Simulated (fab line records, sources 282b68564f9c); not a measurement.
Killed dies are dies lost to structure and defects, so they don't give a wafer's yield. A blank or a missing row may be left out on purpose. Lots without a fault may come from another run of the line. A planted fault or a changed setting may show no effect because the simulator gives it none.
A struck lot beside a sound one | flow rit_cmos | 15 steps out of a route of 202
Sound: wafers L945.2, L945.3, L945.6. Struck: wafers L946.1, L946.2, L946.4. The cause comes at the end.
At each step with rows: each side's tool, then ch and its chambers, then its first start. Under that, the readings that differ: sound wafers | struck wafers | difference of the means | sigmas: that difference in standard deviations of wafers without a fault.
alike: readings whose means differ by less than 2 such deviations, and words and numbers that are the same on both sides. not compared: withheld readings, readings that some wafer has no value for, bounds like >300 that may hide the same value, and numbers for which the record gives no deviation and whose values overlap.
The two part at a step that has a row with sigmas, a row that says differs or no value, or rows on one side only. Numbers that don't overlap but have no deviation are shown without sigmas and don't part them. A reading that every wafer of one side lacks parts them only if that side has two wafers or more.

RIT_ACTIVE_THK_MEAS_02:
  sound on film_metro-01, day 2 09:31; struck on film_metro-04, day 2 13:03
  alike: ACTIVE_OXIDE_THK
then, 1 step without rows for these wafers: RIT_ACTIVE_CVD_03 (deposits Si3N4 from SiH2Cl2/NH3, target thk 150 nm, time 1500 s).
RIT_ACTIVE_THK_MEAS_04:
  sound on film_metro-01, day 2 12:22; struck on film_metro-03, day 2 14:40
  reading                 | sound             | struck            | difference | sigmas
  ACTIVE_NITRIDE_THK (nm) | 152.9 153.5 153.4 | 149.4 149.6 149.2 | -3.9       | -3
then, 6 steps without rows for these wafers: RIT_ACTIVE_HMDS_05 (prime time 60 s); RIT_ACTIVE_COAT_06 (resist thk 1007 nm); RIT_ACTIVE_SOFTBAKE_07 (time 60 s); RIT_ACTIVE_EXPOSE_08 (exposes mask M1, target cd 1400 nm); RIT_ACTIVE_PEB_09; RIT_ACTIVE_DEVELOP_10 (develop time 50 s).
RIT_ACTIVE_CD_MEAS_11: target cd 1400 nm.
  sound on cd_sem-01, day 2 13:17; struck on cd_sem-01, day 2 15:43
  alike: cd_nm
then, 1 step without rows for these wafers: RIT_ACTIVE_HARDBAKE_12 (time 60 s).
RIT_ACTIVE_ETCH_13: etches Si3N4 in SF6, stops on SiO2, time 210 s, target depth 210 nm.
  sound on rie_diel-01 ch 0,1,2, day 2 13:32; struck on rie_diel-03 ch 0,1,2, day 2 15:59
  alike: SF6_flow_sccm, drypump_motor_current_A, oes_product_au, throttle_valve_pct
  not compared: rf_hours_counter_h
RIT_ACTIVE_STRIP_14: strips in O2, time 180 s.
  sound on plasma_asher-03 ch 0,1, day 2 13:41; struck on plasma_asher-03 ch 0,1, day 2 16:07
  no value came back on the struck wafers for chamber_pressure_mTorr (mTorr), drypump_motor_current_A (A); on the sound wafers chamber_pressure_mTorr (mTorr) reads 4006 3997 3998
  reading                                     | sound | struck            | difference | sigmas
  model.NOVOLAK_of_ACTIVE_COAT_06.thk_nm (nm) | 0 0 0 | 668.5 662.4 664.9 | +665.3     |
  not compared: rf_hours_counter_h
RIT_ACTIVE_CD_MEAS_90: target cd 1400 nm.
  sound on cd_sem-01, day 2 13:52; struck on cd_sem-02, day 2 16:17
  alike: cd_nm
RIT_M1_PROBE_99:
  sound on prober-02, day 4 09:47; struck on prober-01, day 4 15:10
  reading             | sound   | struck      | difference | sigmas
  killed_at_front_end | 11 12 4 | 264 264 264 | +255       | +75
  killed_dies         | 11 12 4 | 264 264 264 | +255       | +75
  killed_on_rim       | 2 1 1   | 70 70 70    | +69        | +53
  killed_short        | 7 8 4   | 0 2 0       | -6         | -3
  alike: killed_open

WHERE THEY PART
First at RIT_ACTIVE_THK_MEAS_04; last, within this record, at RIT_M1_PROBE_99.

WHY: what the simulator had put in
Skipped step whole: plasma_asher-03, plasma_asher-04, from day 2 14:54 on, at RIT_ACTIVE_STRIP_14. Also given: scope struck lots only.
